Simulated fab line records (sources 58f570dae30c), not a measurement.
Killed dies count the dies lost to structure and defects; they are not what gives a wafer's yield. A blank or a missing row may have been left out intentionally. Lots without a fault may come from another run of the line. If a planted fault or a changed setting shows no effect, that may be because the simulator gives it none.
Which tool is to blame? / flow berkeley-cmos170 / 7 lots (21 wafers sampled), 1 step of a 331-step route

## WHAT THE GAUGES SHOWED, per wafer
UCB170_SDANNEAL_RS_MEAS_02: a four-point-probe measurement.
lot=L752; measured=day 6 23:40; on=film-metro-04; PSD_RS (ohm/sq)=75.31 75.45 75.50
lot=L755; measured=day 7 13:53; on=film-metro-01; PSD_RS (ohm/sq)=75.31 75.27 75.15
lot=L756; measured=day 7 14:22; on=film-metro-01; PSD_RS (ohm/sq)=75.53 75.39 75.38
lot=L761; measured=day 8 16:03; on=film-metro-04; PSD_RS (ohm/sq)=76.13 75.83 75.92
lot=L767; measured=day 9 21:16; on=film-metro-01; PSD_RS (ohm/sq)=75.59 75.46 75.08
lot=L771; measured=day 10 18:38; on=film-metro-02; PSD_RS (ohm/sq)=76.01 75.68 76.27
lot=L773; measured=day 11 08:47; on=film-metro-02; PSD_RS (ohm/sq)=75.74 75.45 75.93

## TOOL THAT RAN EACH LOT (tool first, then ch and the chambers of the sampled wafers, then the start)
Before these readings, the record contains no process step.

## THE ANSWER, worked out from the rows above alone
Rule: usual is defined by the lots themselves. Put in order of their means at a reading, lots are off if they are a third of the lots or fewer, leave a main group of 4 or more, and stand apart from it by a gap of 3 or more times the standard deviation of the main group's means; of several such gaps the widest counts. A main group whose means are all the same, to the digits that the tables above print for the reading, isn't used. Also off: a lot with no number at a reading for which 4 or more lots have one. The other lots that the step has rows for count as sound.
No lot is off at any reading shown: from this, nothing can be told.

## WHAT THE SIMULATOR PUT IN
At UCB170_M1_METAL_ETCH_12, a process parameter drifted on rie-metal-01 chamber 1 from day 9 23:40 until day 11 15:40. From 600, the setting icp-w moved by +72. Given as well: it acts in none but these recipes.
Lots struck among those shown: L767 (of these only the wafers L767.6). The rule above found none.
